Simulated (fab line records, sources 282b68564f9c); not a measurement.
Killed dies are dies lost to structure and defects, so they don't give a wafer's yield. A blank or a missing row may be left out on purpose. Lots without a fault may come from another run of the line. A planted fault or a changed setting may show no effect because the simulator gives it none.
Tool commonality check | flow rit_cmos | 13 lots, 39 wafers sampled

WHY IT WAS OPENED
At RIT_NWELL_TW_MEAS_10 the reading NWELL_TW is flagged on 1 of 13 lots. Wafers without a fault read 2113, standard deviation 22.
Rule: a lot is flagged when every wafer of it that has a number lies more than 4 standard deviations from that mean, or none has a number. The other lots count as sound.

lot  | measured    | on            | NWELL_TW, wafer by wafer | flag
L893 | day 2 03:51 | film_metro-04 | 2118 2121 2117           |
L892 | day 2 04:34 | film_metro-01 | 2145 2138 2143           |
L895 | day 2 18:53 | film_metro-04 | 30 30 30                 | FLAGGED
L896 | day 2 20:08 | film_metro-01 | 2127 2131 2138           |
L897 | day 2 23:23 | film_metro-03 | 2084 2079 2088           |
L904 | day 4 11:03 | film_metro-03 | 2080 2086 2088           |
L905 | day 4 20:43 | film_metro-01 | 2129 2120 2111           |
L906 | day 5 00:37 | film_metro-03 | 2100 2090 2108           |
L908 | day 5 10:07 | film_metro-03 | 2098 2091 2095           |
L909 | day 5 19:14 | film_metro-03 | 2113 2092 2112           |
L910 | day 5 19:28 | film_metro-04 | 2126 2125 2125           |
L911 | day 5 23:07 | film_metro-01 | 2115 2136 2121           |
L915 | day 6 16:14 | film_metro-03 | 2096 2088 2092           |
The numbers of the flagged lots are 30 on average: -2083 against the usual, or -95 standard deviations.

WHICH TOOL RAN EACH LOT
The record holds 1 process step before the reading, out of a route of 202 steps. In each cell: the tool, then ch and the chambers that the sampled wafers went through, then the start.
lot  | flag    | RIT_NWELL_EXPOSE_03
L893 |         | iline_stepper-01 ch 0, day 2 02:48
L892 |         | iline_stepper-02 ch 0, day 2 03:03
L895 | FLAGGED | iline_stepper-02 ch 0, day 2 17:51
L896 |         | iline_stepper-01 ch 0, day 2 19:04
L897 |         | iline_stepper-02 ch 0, day 2 22:21
L904 |         | iline_stepper-02 ch 0, day 4 10:01
L905 |         | iline_stepper-02 ch 0, day 4 19:25
L906 |         | iline_stepper-01 ch 0, day 4 23:35
L908 |         | iline_stepper-02 ch 0, day 5 09:04
L909 |         | iline_stepper-02 ch 0, day 5 18:13
L910 |         | iline_stepper-01 ch 0, day 5 18:26
L911 |         | iline_stepper-01 ch 0, day 5 22:04
L915 |         | iline_stepper-02 ch 0, day 6 14:57
What these steps do:
- RIT_NWELL_EXPOSE_03: exposes mask M2, target cd 43900 nm.
- RIT_NWELL_TW_MEAS_10

FLAGGED OVER TOTAL, TOOL BY TOOL (the gauges that took the reading come last)
step                 | tool             | lots run | flagged | share of the flagged lots | sound lots run after its first flagged lot
RIT_NWELL_EXPOSE_03  | iline_stepper-01 | 5        | 0       | none                      | -
RIT_NWELL_EXPOSE_03  | iline_stepper-02 | 8        | 1       | all                       | 6 (L897,L904,L905,L908,L909,L915)
RIT_NWELL_TW_MEAS_10 | film_metro-01    | 4        | 0       | none                      | -
RIT_NWELL_TW_MEAS_10 | film_metro-03    | 6        | 0       | none                      | -
RIT_NWELL_TW_MEAS_10 | film_metro-04    | 3        | 1       | all                       | 1 (L910)

WHAT THE TABLE ALLOWS
2 rows of the table ran every flagged lot: iline_stepper-02 at RIT_NWELL_EXPOSE_03, film_metro-04 at RIT_NWELL_TW_MEAS_10.
- iline_stepper-02 at RIT_NWELL_EXPOSE_03: 1 of its 8 lots flagged. Sound lots ran on it after the first flagged one (L897, L904, L905, L908, L909, L915), which a lasting fault on the whole tool wouldn't allow.
- film_metro-04 at RIT_NWELL_TW_MEAS_10: 1 of its 3 lots flagged. Sound lots ran on it after the first flagged one (L910), which a lasting fault on the whole tool wouldn't allow.
No row of the table ran every flagged lot and no sound lot after the first.

WHAT THE SIMULATOR HAD PUT IN
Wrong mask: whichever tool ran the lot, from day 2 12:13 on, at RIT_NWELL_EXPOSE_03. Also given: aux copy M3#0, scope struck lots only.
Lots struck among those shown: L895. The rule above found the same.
